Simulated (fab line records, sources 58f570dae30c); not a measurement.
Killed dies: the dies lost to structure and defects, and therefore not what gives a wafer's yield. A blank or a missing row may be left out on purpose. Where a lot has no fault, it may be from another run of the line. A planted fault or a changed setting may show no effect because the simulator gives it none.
A struck lot beside a sound one + flow berkeley_cmos170 + 43 steps out of a route of 331
Sound: the wafers L356.1, L356.2, L356.3. Wafers L362.3, L362.4, L362.5 were the ones struck. Last of all comes the cause.
Each step with rows lists, per side, the tool, then ch with its chambers, then its first start. Under that, the readings that differ: sound wafers + struck wafers + difference of the means + sigmas: that difference in standard deviations of wafers without a fault.
alike: readings with means less than 2 such deviations apart, plus words and numbers identical on both sides. not compared: withheld readings, readings lacking a value on some wafer, bounds such as >300 that could conceal the same value, and numbers that have no deviation in the record and whose values overlap.
A row with sigmas, a row that says differs or no value, or rows on one side alone: a step with any of these is where the two part. Numbers that don't overlap but have no deviation are shown without sigmas and don't part them. A reading missing from all wafers of one side parts the sides only when that side holds two or more wafers.

first, 1 step without rows for these wafers: UCB170_PLDD_STRIP_10 (strips in O2).
UCB170_PLDD_TW_MEAS_11:
  struck on film_metro-03, day 8 06:38; sound on film_metro-03, day 7 12:22
  alike: PLDD_TW
then, 7 steps without rows for these wafers: UCB170_PLDD_CLEAN_12 (cleans in SPM, time 600 s); UCB170_NLDD_HMDS_00 (prime time 60 s); UCB170_NLDD_COAT_01 (resist thk 900 nm); UCB170_NLDD_SOFTBAKE_02 (time 60 s); UCB170_NLDD_EXPOSE_03 (exposes mask NSELECT, target cd 1200 nm); UCB170_NLDD_PEB_04; UCB170_NLDD_DEVELOP_05 (develop time 45 s).
UCB170_NLDD_CD_MEAS_06 targets a cd of 1200 nm.
  struck on cd_sem-01, day 8 08:26; sound on cd_sem-02, day 7 13:37
  alike: cd_nm
UCB170_NLDD_OVL_MEAS_07:
  struck on overlay-02, day 8 08:32; sound on overlay-01, day 7 13:44
  alike: NLDD_OVL
then, 1 step without rows for these wafers: UCB170_NLDD_IMPLANT_08.
UCB170_NLDD_IMPLANT_09:
  sound on implanter-04 ch 0, day 7 13:55; struck on implanter-04 ch 0, day 8 08:45
| reading            | sound                     | struck                        | difference | sigmas      |
|--------------------|---------------------------|-------------------------------|------------|-------------|
| dose_ions_cm2      | 4.995e+13 5e+13 4.997e+13 | 4.158e+13 4.155e+13 4.153e+13 | -8.420e+12 | -99 or more |
| faraday_current_uA | 158 161 154               | 127 135 134                   | -26        | -8          |
  alike: end_station_pressure_torr
UCB170_NLDD_STRIP_10: strips in O2.
  sound on plasma_asher-01 ch 0,1, day 7 14:04; struck on plasma_asher-04 ch 0,1, day 8 08:53
| reading                     | sound       | struck      | difference | sigmas |
|-----------------------------|-------------|-------------|------------|--------|
| drypump_motor_current_A (A) | 5.0 5.1 5.0 | 5.9 6.6 5.9 | +1.1       | +2     |
  alike: oes_product_au, strip_time_to_endpoint_s
  not compared: rf_hours_counter_h
UCB170_NLDD_TW_MEAS_11:
  struck on film_metro-01, day 8 09:12; sound on film_metro-04, day 7 14:10
| reading | sound          | struck         | difference | sigmas |
|---------|----------------|----------------|------------|--------|
| NLDD_TW | 2222 2213 2227 | 2140 2144 2135 | -81        | -8     |
  not compared: hold
UCB170_SPACER_CVD_00: deposits SiO2 from TEOS/O2, target thk 376 nm, time 47 s.
  sound on pecvd-04 ch 0,1,2, day 7 14:25; struck on pecvd-02 ch 0,2, day 8 10:22
  alike: heater_power_w
UCB170_SPACER_THK_MEAS_01:
  struck on film_metro-02, day 8 10:25; sound on film_metro-02, day 7 14:27
| reading              | sound       | struck      | difference | sigmas |
|----------------------|-------------|-------------|------------|--------|
| SPACER_TEOS_THK (nm) | 371 370 373 | 380 389 382 | +12        | +3     |
then, 1 step without rows for these wafers: UCB170_SPACER_ANNEAL_02 (time 1800 s).
UCB170_SPACER_ETCHBACK_03: etches SiO2 in CHF3/CF4/Ar, stops on Si, target depth 376 nm, time 100 s.
  sound on rie_diel-02 ch 0,2,3, day 7 18:19; struck on rie_diel-04 ch 1,2,3, day 8 12:38
  alike: drypump_motor_current_A, oes_product_au, throttle_valve_pct
  not compared: rf_hours_counter_h
then, 4 steps without rows for these wafers: UCB170_PSD_HMDS_00 (prime time 60 s); UCB170_PSD_COAT_01 (resist thk 900 nm); UCB170_PSD_SOFTBAKE_02 (time 60 s); UCB170_PSD_EXPOSE_03 (exposes mask PSELECT MOD, target cd 1200 nm).
UCB170_PSD_PEB_04:
  sound on litho_track-01 ch 0, day 7 19:27; struck on litho_track-03 ch 0, day 8 13:42
  alike: exhaust_pa, plate_sensor_t_centre_C, plate_sensor_t_edge_C
then, 1 step without rows for these wafers: UCB170_PSD_DEVELOP_05 (develop time 45 s).
UCB170_PSD_CD_MEAS_06 targets a cd of 1200 nm.
  struck on cd_sem-02, day 8 13:58; sound on cd_sem-01, day 7 19:43
  alike: cd_nm
UCB170_PSD_OVL_MEAS_07:
  struck on overlay-02, day 8 14:04; sound on overlay-02, day 7 19:50
  alike: PSD_OVL
then, 1 step without rows for these wafers: UCB170_PSD_IMPLANT_08.
UCB170_PSD_STRIP_09: strips in O2.
  sound on plasma_asher-01 ch 0,1, day 7 20:02; struck on plasma_asher-03 ch 0,1, day 8 14:16
  alike: drypump_motor_current_A, oes_product_au, strip_time_to_endpoint_s
  not compared: rf_hours_counter_h
UCB170_PSD_TW_MEAS_10:
  struck on film_metro-01, day 8 14:22; sound on film_metro-03, day 7 20:08
| reading | sound          | struck         | difference | sigmas |
|---------|----------------|----------------|------------|--------|
| PSD_TW  | 2311 2319 2303 | 2290 2286 2280 | -26        | -2     |
then, 7 steps without rows for these wafers: UCB170_PSD_CLEAN_11 (cleans in SPM, time 600 s); UCB170_NSD_HMDS_00 (prime time 60 s); UCB170_NSD_COAT_01 (resist thk 900 nm); UCB170_NSD_SOFTBAKE_02 (time 60 s); UCB170_NSD_EXPOSE_03 (exposes mask NSELECT MOD, target cd 1200 nm); UCB170_NSD_PEB_04; UCB170_NSD_DEVELOP_05 (develop time 45 s).
UCB170_NSD_CD_MEAS_06 targets a cd of 1200 nm.
  struck on cd_sem-01, day 8 17:49; sound on cd_sem-02, day 7 23:21
  alike: cd_nm
UCB170_NSD_OVL_MEAS_07:
  struck on overlay-02, day 8 17:55; sound on overlay-02, day 7 23:28
  alike: NSD_OVL
then, 2 steps without rows for these wafers: UCB170_NSD_IMPLANT_08; UCB170_NSD_STRIP_09 (strips in O2).
UCB170_SDANNEAL_RS_MEAS_05: the measuring method here is four-point-probe.
  struck on film_metro-01, day 8 20:23; sound on film_metro-03, day 8 01:37
| reading          | sound             | struck            | difference | sigmas |
|------------------|-------------------|-------------------|------------|--------|
| NLDD_RS (ohm/sq) | 615.0 617.6 614.3 | 653.9 654.8 653.9 | +38.6      | +30    |
  not compared: hold
then, 1 step without rows for these wafers: UCB170_M3_PROBE_99.

WHERE THEY PART
At UCB170_NLDD_IMPLANT_09 first; at UCB170_SDANNEAL_RS_MEAS_05 last (within this record only).

WHY: what had been put in by the simulator
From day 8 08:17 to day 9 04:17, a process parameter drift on implanter-04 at UCB170_NLDD_IMPLANT_09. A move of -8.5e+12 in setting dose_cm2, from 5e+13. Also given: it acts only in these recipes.
